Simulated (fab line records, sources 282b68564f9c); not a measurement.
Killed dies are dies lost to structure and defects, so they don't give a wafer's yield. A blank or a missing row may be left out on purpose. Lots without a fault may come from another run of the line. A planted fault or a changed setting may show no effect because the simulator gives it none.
Split-lot experiment | flow rit_cmos | 5 lots, 23 wafers read, on a route of 202 steps

THE SPLIT
At RIT_NSD_COAT_01 (resist thk 1000 nm), the setting spin_rpm was moved away from the recipe's 3250 rpm on 5 of the 23 wafers read, by -5.9% to -5.2%. The other wafers ran this setting at the recipe's value.

FROM THE SPLIT TO THE READING: what the file shows between them, 3 steps
- RIT_NSD_SOFTBAKE_02: time 60 s
- RIT_NSD_EXPOSE_03: exposes mask M9, target cd 40700 nm
- RIT_NSD_DEVELOP_05: develop time 50 s

THE READING
NOVOLAK_of_NSD_COAT_01.thk_nm (the simulator's own value, which no gauge read), in nm, at RIT_NSD_HARDBAKE_07 (time 60 s). The file gives no usual value for it. The 18 wafers here that ran the recipe average 883.9 nm, standard deviation 1.8 nm.

wafer  | tool, chamber at the split | spin_rpm as run, rpm | against the recipe | NOVOLAK_of_NSD_COAT_01.thk_nm, nm | against lot-mates on the recipe
L076.2 | litho_track-04, 0          | 3250                 | recipe             | 882.1                             | -
L076.3 | litho_track-04, 0          | 3250                 | recipe             | 882.1                             | -
L076.4 | litho_track-04, 0          | 3250                 | recipe             | 882.2                             | -
L076.5 | litho_track-04, 0          | 3250                 | recipe             | 882.2                             | -
L076.6 | litho_track-04, 0          | 3250                 | recipe             | 882                               | -
L077.1 | litho_track-01, 0          | 3058                 | -5.9%              | 912.9                             | +29.0
L077.2 | litho_track-01, 0          | 3058                 | -5.9%              | 910.6                             | +26.8
L077.3 | litho_track-01, 0          | 3058                 | -5.9%              | 909.3                             | +25.4
L077.4 | litho_track-01, 0          | 3250                 | recipe             | 885.5                             | -
L077.6 | litho_track-01, 0          | 3250                 | recipe             | 882.2                             | -
L079.1 | litho_track-04, 0          | 3250                 | recipe             | 886.4                             | -
L079.2 | litho_track-04, 0          | 3250                 | recipe             | 885.7                             | -
L079.3 | litho_track-04, 0          | 3082                 | -5.2%              | 907.4                             | +21.7
L079.5 | litho_track-04, 0          | 3250                 | recipe             | 885.1                             | -
L079.6 | litho_track-04, 0          | 3082                 | -5.2%              | 910.1                             | +24.4
L081.1 | litho_track-02, 0          | 3250                 | recipe             | 886                               | -
L081.6 | litho_track-02, 0          | 3250                 | recipe             | 886                               | -
L081.3 | litho_track-02, 0          | 3250                 | recipe             | 882.1                             | -
L081.4 | litho_track-02, 0          | 3250                 | recipe             | 885                               | -
L081.5 | litho_track-02, 0          | 3250                 | recipe             | 886.5                             | -
L084.2 | litho_track-04, 0          | 3250                 | recipe             | 882.5                             | -
L084.4 | litho_track-04, 0          | 3250                 | recipe             | 883.1                             | -
L084.6 | litho_track-04, 0          | 3250                 | recipe             | 882.8                             | -

THE FIT
A straight line over all 23 wafers: NOVOLAK_of_NSD_COAT_01.thk_nm changes by -4.66 nm for each +1% of spin_rpm; r = -0.99; the points scatter about the line by 1.8 nm.
The same after taking each lot's own level away (the mean of its wafers on the recipe; 23 wafers): -4.54 nm for each +1%; r = -0.99; scatter 1.2 nm.
On that fit, the largest move of spin_rpm shifts the reading by 27 nm.
The lots' own levels span 882.12 to 885.73 nm, that is 2.0 times the standard deviation above.
So the lot-to-lot level changes the slope little: the two slopes agree.
Check: with one of the wafers moved furthest among these (-5.9%) left out of the fit, the line predicts +26.2 nm for it against its lot-mates. It came out at +29 nm against them.

OTHER SPLITS ON THESE WAFERS
These wafers also went through other splits before the reading. Each is held against what the fit with the lots' levels taken away leaves over:
other split on the same wafers     | wafers away from the commonest value | r with NOVOLAK_of_NSD_COAT_01.thk_nm (lot level and that fit taken away)
RIT_PLDD_DEVELOP_05 develop_time_s | 11                                   | -0.19

THE WHOLE CHAIN: every reading that the file lists as answering this split, in the file's order
step                | what it does       | reading                                                                        | change (the file's fit)              | r (the file's)
RIT_NSD_COAT_01     | resist thk 1000 nm | NOVOLAK_of_NSD_COAT_01.thk_nm (the simulator's own value, which no gauge read) | -5.17 nm for each +1% of the setting | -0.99
RIT_NSD_HARDBAKE_07 | time 60 s          | NOVOLAK_of_NSD_COAT_01.thk_nm (the simulator's own value, which no gauge read) | -4.52 nm for each +1% of the setting | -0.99

THE FILE'S OWN FIT
NOVOLAK_of_NSD_COAT_01.thk_nm changes by -4.52 nm for each +1% of spin_rpm, r = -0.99.
